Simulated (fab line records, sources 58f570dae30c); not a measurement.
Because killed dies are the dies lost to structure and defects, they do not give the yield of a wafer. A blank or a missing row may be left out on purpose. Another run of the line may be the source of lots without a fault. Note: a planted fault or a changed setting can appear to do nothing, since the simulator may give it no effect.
A struck lot beside a sound one :: flow berkeley cmos170 :: 8 steps out of a route of 331
Sound: the wafers L310.2, L310.3, L310.5. The struck wafers were L320.1, L320.2, L320.3. The cause is given at the end.
At each step with rows: each side's tool, then ch and its chambers, then its first start. Under that, the readings that differ: sound wafers :: struck wafers :: difference of the means :: sigmas: that difference in standard deviations of wafers without a fault.
alike: readings with means less than 2 such deviations apart, plus words and numbers identical on both sides. not compared: withheld readings, readings lacking a value on some wafer, bounds such as >300 that could conceal the same value, and numbers that have no deviation in the record and whose values overlap.
A row with sigmas, a row that says differs or no value, or rows on one side alone: a step with any of these is where the two part. Numbers that have no deviation but don't overlap get no sigmas and don't part them. A reading missing from all wafers of one side parts the sides only when that side holds two or more wafers.

UCB170_START_BOW_MEAS_00:
  sound on film metro-01, day 1 10:01; struck on film metro-02, day 3 12:00
  alike: INCOMING_BOW
then, 2 steps without rows for these wafers: UCB170_START_CLEAN_01 (cleans in dHF, time 60 s); UCB170_START_OXIDATION_02 (target thk 20 nm, ox time 1800 s).
UCB170_START_THK_MEAS_03:
  sound on film metro-03, day 1 15:14; struck on film metro-03, day 3 19:24
  alike: START_OXIDE_THK
then, 1 step without rows for these wafers: UCB170_START_ANNEAL_04 (time 1200 s).
UCB170_ZERO_HMDS_00: prime time 60 s.
  sound on litho track-04 ch 0, day 1 21:25; struck on litho track-04 ch 0, day 4 04:52
reading: prime temp c (C)
sound: 99.89 99.97 100.05
struck: 101.58 101.54 101.57
difference: +1.59
sigmas: +12
  alike: chill plate temp C, resist line temp C
then, 1 step without rows for these wafers: UCB170_ZERO_COAT_01 (resist thk 900 nm).
UCB170_M3_PROBE_99:
  sound wafers here have rows in the record (prober-02, day 9 06:24); struck ones have none

## WHERE THEY PART
First at UCB170_ZERO_HMDS_00; last, within this record, at UCB170_M3_PROBE_99.

WHY: what had been put in by the simulator
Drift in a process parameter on litho track-04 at UCB170_ZERO_HMDS_00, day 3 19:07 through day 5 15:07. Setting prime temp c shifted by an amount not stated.
